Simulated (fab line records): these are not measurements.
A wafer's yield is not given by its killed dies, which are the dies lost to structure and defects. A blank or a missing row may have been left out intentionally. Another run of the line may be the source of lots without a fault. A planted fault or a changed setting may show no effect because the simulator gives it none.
A lot that was struck, set against a sound lot :: flow rit cmos :: 18 out of 202 route steps
Sound: these wafers, L933.1, L933.2, L933.6. The struck wafers were L937.3, L937.4, L937.5. The cause comes at the end.
At each step with rows: each side's tool, then ch and its chambers, then its first start. Under that, the readings that differ: sound wafers :: struck wafers :: difference of the means :: sigmas: that difference in standard deviations of wafers without a fault.
alike: readings with means less than 2 such deviations apart, plus words and numbers identical on both sides. not compared: withheld readings, readings lacking a value on some wafer, bounds such as >300 that could conceal the same value, and numbers that have no deviation in the record and whose values overlap.
Wherever a step has rows on one side only, a row that says differs or no value, or a row with sigmas, the two part there. Numbers that don't overlap but have no deviation are shown without sigmas and don't part them. Lack of a reading on every wafer of one side parts them only where that side has two or more wafers.

first, 4 steps without rows for these wafers: RIT_NLDD_SOFTBAKE_02 (time 60 s); RIT_NLDD_EXPOSE_03 (exposes mask M7, target cd 40700 nm); RIT_NLDD_PEB_04; RIT_NLDD_DEVELOP_05 (develop time 50 s).
RIT_NLDD_OVL_MEAS_06:
  sound on overlay-02 at day 5 21:14; struck on overlay-02 at day 6 13:10
  alike: NLDD_OVL
then, 2 steps without rows for these wafers: RIT_NLDD_HARDBAKE_07 (time 60 s); RIT_NLDD_IMPLANT_08.
RIT_NLDD_STRIP_09: strips in O2, time 180 s.
  sound on plasma asher-01 ch 0,1, day 5 21:34; struck on plasma asher-01 ch 0,1, day 6 13:34
  alike: drypump motor current A
  not compared: rf hours counter h
RIT_NLDD_TW_MEAS_10:
  sound on film metro-01 at day 5 21:44; struck on film metro-01 at day 6 13:41
  alike: NLDD_TW
then, 3 steps without rows for these wafers: RIT_PLDD_HMDS_00 (prime time 60 s); RIT_PLDD_COAT_01 (resist thk 1000 nm); RIT_PLDD_SOFTBAKE_02 (time 60 s).
RIT_PLDD_EXPOSE_03: exposes mask M8, target cd 40900 nm.
  sound on iline stepper-01 ch 0, day 5 22:26; struck on iline stepper-02 ch 0, day 6 14:13
reading: model.PLDD.overlay x nm (nm)
sound: 1.647 1.647 1.647
struck: 239.5 239.5 239.5
difference: +237.9
sigmas: 
  alike: mask
then, 2 steps without rows for these wafers: RIT_PLDD_PEB_04; RIT_PLDD_DEVELOP_05 (develop time 50 s).
RIT_PLDD_OVL_MEAS_06:
  sound on overlay-01 at day 5 22:50; struck on overlay-02 at day 6 14:35
reading: PLDD_OVL (nm)
sound: 0.3 0.1 3.0
struck: 240.4 241.1 240.8
difference: +239.6
sigmas: +99 or more
then, 1 step without rows for these wafers: RIT_PLDD_HARDBAKE_07 (time 60 s).
RIT_M1_PROBE_99:
  sound on prober-02 at day 6 12:55; struck on prober-02 at day 7 04:29
reading: killed at front end
sound: 8 11 9
struck: 3 4 2
difference: -6
sigmas: -2

reading: killed dies
sound: 8 11 9
struck: 3 4 2
difference: -6
sigmas: -2

reading: model.etest.pldd.width nm (nm)
sound: 3221 3220 3221
struck: 3050 3053 3043
difference: -172
sigmas: 
  alike: killed_at_M0_to_M3, killed open, killed short

== WHERE THEY PART ==
Earliest at RIT_PLDD_OVL_MEAS_06; latest, in this record, at RIT_M1_PROBE_99.

WHY: what the simulator had put in
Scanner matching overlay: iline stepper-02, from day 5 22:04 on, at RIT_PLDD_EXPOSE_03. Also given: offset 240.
